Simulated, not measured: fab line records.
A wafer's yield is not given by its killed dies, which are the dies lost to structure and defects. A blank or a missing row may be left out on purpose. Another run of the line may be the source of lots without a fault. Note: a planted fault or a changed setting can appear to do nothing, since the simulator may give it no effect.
What tool caused it? | flow berkeley-cmos170 | 7 lots, 21 wafers sampled, at 4 steps of a route of 331

## WHAT EACH GAUGE READ, for each wafer
UCB170_M2_CD_MEAS_90 targets a cd of 700 nm.
lot  | measured     | on        | cd-nm (nm)
L384 | day 9 02:27  | cd-sem-01 | 695 704 703
L388 | day 10 15:52 | cd-sem-01 | 699 707 699
L392 | day 11 02:44 | cd-sem-01 | 691 691 702
L395 | day 11 20:20 | cd-sem-02 | 706 695 707
L400 | day 12 17:03 | cd-sem-02 | 696 705 696
L402 | day 13 12:57 | cd-sem-02 | 704 695 698
L404 | day 14 00:35 | cd-sem-02 | 700 702 706

## WHICH TOOL RAN EACH LOT (tool, then ch and the chambers of the sampled wafers, then the start)
lot  | UCB170_M1_ETCH_11                  | UCB170_V1_CMP_02              | UCB170_M2_ETCH_17
L384 | rie-diel-01 ch 1,2, day 8 19:48    | cmp-02 ch 1,2, day 8 21:46    | rie-diel-03 ch 0,3, day 9 02:07
L388 | rie-diel-04 ch 0,3, day 10 05:43   | cmp-02 ch 2,3, day 10 07:43   | rie-diel-02 ch 1,2,3, day 10 15:30
L392 | rie-diel-04 ch 2,3, day 10 16:52   | cmp-01 ch 1,2,3, day 10 19:52 | rie-diel-02 ch 1,2, day 11 02:24
L395 | rie-diel-02 ch 1,2,3, day 11 12:26 | cmp-01 ch 0,2,3, day 11 15:07 | rie-diel-02 ch 1,2,3, day 11 19:58
L400 | rie-diel-02 ch 2,3, day 12 08:54   | cmp-01 ch 1,3, day 12 10:51   | rie-diel-02 ch 1,2, day 12 16:43
L402 | rie-diel-02 ch 1,2,3, day 13 03:23 | cmp-02 ch 0,2,3, day 13 05:25 | rie-diel-02 ch 2,3, day 13 12:37
L404 | rie-diel-04 ch 0,1,2, day 13 15:07 | cmp-02 ch 0,2,3, day 13 17:43 | rie-diel-02 ch 0,2,3, day 14 00:16
- UCB170_M1_ETCH_11: etches BARC in N2/H2.
- UCB170_V1_CMP_02: polishes SiO2.
- UCB170_M2_ETCH_17: etches BARC in N2/H2.

## THE ANSWER, worked out from the rows above alone
Rule: usual is defined by the lots themselves. The widest of any qualifying gaps counts: lots, ordered by their means at a reading, are off when they make up no more than a third of the lots, leave a main group of 4 or more, and stand apart from it by 3 or more times the standard deviation of that group's means. The tables above print the reading to a certain number of digits; a main group whose means all agree to those digits is not used. Also off: a lot with no number at a reading for which 4 or more lots have one. All remaining lots with rows at the step are treated as sound.
Nothing can be told from this: no lot is off at any reading shown.

## WHAT THE SIMULATOR HAD PUT IN
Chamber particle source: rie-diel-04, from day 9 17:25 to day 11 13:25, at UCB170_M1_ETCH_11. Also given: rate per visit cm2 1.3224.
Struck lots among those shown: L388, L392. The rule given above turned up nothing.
